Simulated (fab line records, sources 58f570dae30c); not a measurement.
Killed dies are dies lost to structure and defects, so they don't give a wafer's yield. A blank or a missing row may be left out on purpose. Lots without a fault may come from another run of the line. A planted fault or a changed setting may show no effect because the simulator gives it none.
Problem report in the 8D (eight disciplines) form, filled by code | flow berkeley_cmos170 | the parts of the form that need people (team, actions taken, sign-off) are left out

1. THE PROBLEM
run_length_s at UCB170_V2_SOFTBAKE_08 reads a mean of 81.81 s on 6 wafers of 2 lots; wafers without a fault read 89.20 s with a standard deviation of 0.13. That is -57 standard deviations from the usual mean.
The step: time 60 s.
First seen on wafer L630.2, day 10 22:22, on litho_track-02. The record holds 42 wafers of 14 lots with a number at this step. Rule for "out", or "out of limits": more than 4 standard deviations from the usual mean. The other wafers with a number count as sound.

2. WHAT IT IS AND WHAT IT IS NOT
question                    | is                                 | is not
which readings at this step | run_length_s, heater_power_total_W | -
which lots                  | L630, L635                         | L619, L621, L622, L623, L624, L626, L627, L628, L629, L632, L636, L638
which wafers of those lots  | all that have a number             | -
read on which tools         | litho_track-02                     | litho_track-03, litho_track-04
when                        | from day 10 22:22                  | up to then (30 sound wafers); but 6 sound wafers of L636, L638 came after

3. SUSPECTS, AND WHAT RULES EACH OUT
Counting: a tool at a process step up to the reading stays a suspect if it ran every lot that is out and no sound lot after the first of them.
- litho_track-02 at UCB170_V2_SOFTBAKE_08 (time 60 s): kept. It ran every lot that is out, first L630 (day 10 22:22), and no sound lot after that; its last sound lot up to then is L632 (day 10 15:47). Its own readings are out on those wafers: heater_power_total_W, run_length_s.
Left after counting: litho_track-02 at UCB170_V2_SOFTBAKE_08.

4. THE CAUSE (what the simulator had put in)
Process parameter drift: litho_track-02, from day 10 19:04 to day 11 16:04, at UCB170_V2_SOFTBAKE_08. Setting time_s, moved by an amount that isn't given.
Counting left only this tool.

5. THE CHAIN OF EFFECTS, in route order
Each row: a reading whose mean over the struck wafers that have a number lies more than 3 standard deviations from the usual. Only readings for which the record gives a usual standard deviation are gone through. hours: the time from each lot's start at the first step in this table that gives one to its start at this step, as a median over the lots. sigmas: the change in usual standard deviations.
hours | step                  | reading              | usual   | on struck wafers | change | sigmas
0     | UCB170_V2_SOFTBAKE_08 | heater_power_total_W | 56.80 W | 58.96            | +2.16  | +45
0     | UCB170_V2_SOFTBAKE_08 | run_length_s         | 89.20 s | 81.81            | -7.39  | -57
The process steps in it:
- UCB170_V2_SOFTBAKE_08: time 60 s.
Later measuring or inspecting steps at which every struck wafer that the step has a row for has a number for every such reading, and none has moved that far: UCB170_V2_OVL_MEAS_13.

6. WHAT WOULD HAVE CAUGHT IT SOONER
In this record the first reading out of limits was taken at day 10 22:22, 3 hours after the fault began at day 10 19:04.
